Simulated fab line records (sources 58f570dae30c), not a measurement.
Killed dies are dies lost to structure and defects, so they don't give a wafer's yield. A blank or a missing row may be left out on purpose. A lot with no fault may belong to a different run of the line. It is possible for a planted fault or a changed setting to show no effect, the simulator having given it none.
8D (eight disciplines) problem report, filled in by code :: flow berkeley-cmos170 :: the parts of the form that need people (team, actions taken, sign-off) are left out

1. PROBLEM STATEMENT
Mean of spin-speed-rpm at UCB170_M3_COAT_09: 3316.1 rpm across 5 wafers in 3 lots; on wafers with no fault it is 2999.7 rpm (standard deviation 1.7). That is +99 or more standard deviations from the usual mean.
First observed at day 11 02:28: wafer L443.1, on litho-track-03. Wafers with a number at this step in the record: 41, from 15 lots. By rule, "out" or "out of limits" means more than 4 standard deviations away from the usual mean. Any other wafer with a number is counted as sound.

2. WHAT IT IS; WHAT IT IS NOT
question: which readings at this step
is: spin-speed-rpm
is not: exhaust-pa

question: which lots
is: L443, L446, L447
is not: L426, L427, L428, L430, L431, L432, L433, L436, L438, L441, L442, L448

question: which wafers of those lots
is: all that have a number
is not: -

question: read on which tools
is: litho-track-03
is not: litho-track-01, litho-track-02

question: when
is: from day 11 02:28
is not: up to then (33 sound wafers); but 3 sound wafers of L448 came after

3. SUSPECTS, AND WHAT RULES EACH OUT
Counting: a tool at any process step up to the reading remains a suspect when it ran all the lots that are out and ran no sound lot after the first of those.
- litho-track-03 at UCB170_M3_COAT_09: kept. It ran every lot that is out, first L443 (day 11 02:28), and no sound lot after that; its last sound lot up to then is L442 (day 11 01:13). Its own readings are out on those wafers: spin-speed-rpm.
Left after counting: litho-track-03 at UCB170_M3_COAT_09.

4. THE CAUSE (what the simulator had put in)
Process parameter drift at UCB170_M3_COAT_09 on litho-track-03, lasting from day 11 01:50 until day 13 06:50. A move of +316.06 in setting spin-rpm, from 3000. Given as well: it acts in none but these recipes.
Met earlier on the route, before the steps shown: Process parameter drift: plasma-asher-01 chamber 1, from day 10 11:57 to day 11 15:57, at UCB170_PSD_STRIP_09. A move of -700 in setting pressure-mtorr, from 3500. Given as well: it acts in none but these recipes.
The count eliminated every tool but this one.

5. THE EFFECT CHAIN, in route order
Each row: a reading whose mean over the struck wafers that have a number lies more than 3 standard deviations from the usual. Scope: only readings with a usual standard deviation given in the record; hours: median across lots of the time from each lot's start at the first step in this table that gives one to its start at this step; sigmas: change in usual standard deviations.
hours: 0
step: UCB170_M3_COAT_09
reading: spin-speed-rpm
usual: 2999.7 rpm
on struck wafers: 3316.1
change: +316.4
sigmas: +99 or more
Here are the process steps it includes:
- UCB170_M3_COAT_09

6. HOW IT WOULD HAVE BEEN CAUGHT EARLIER
In this record the first reading out of limits was taken at day 11 02:28, 1 hour after the fault began at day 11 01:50.
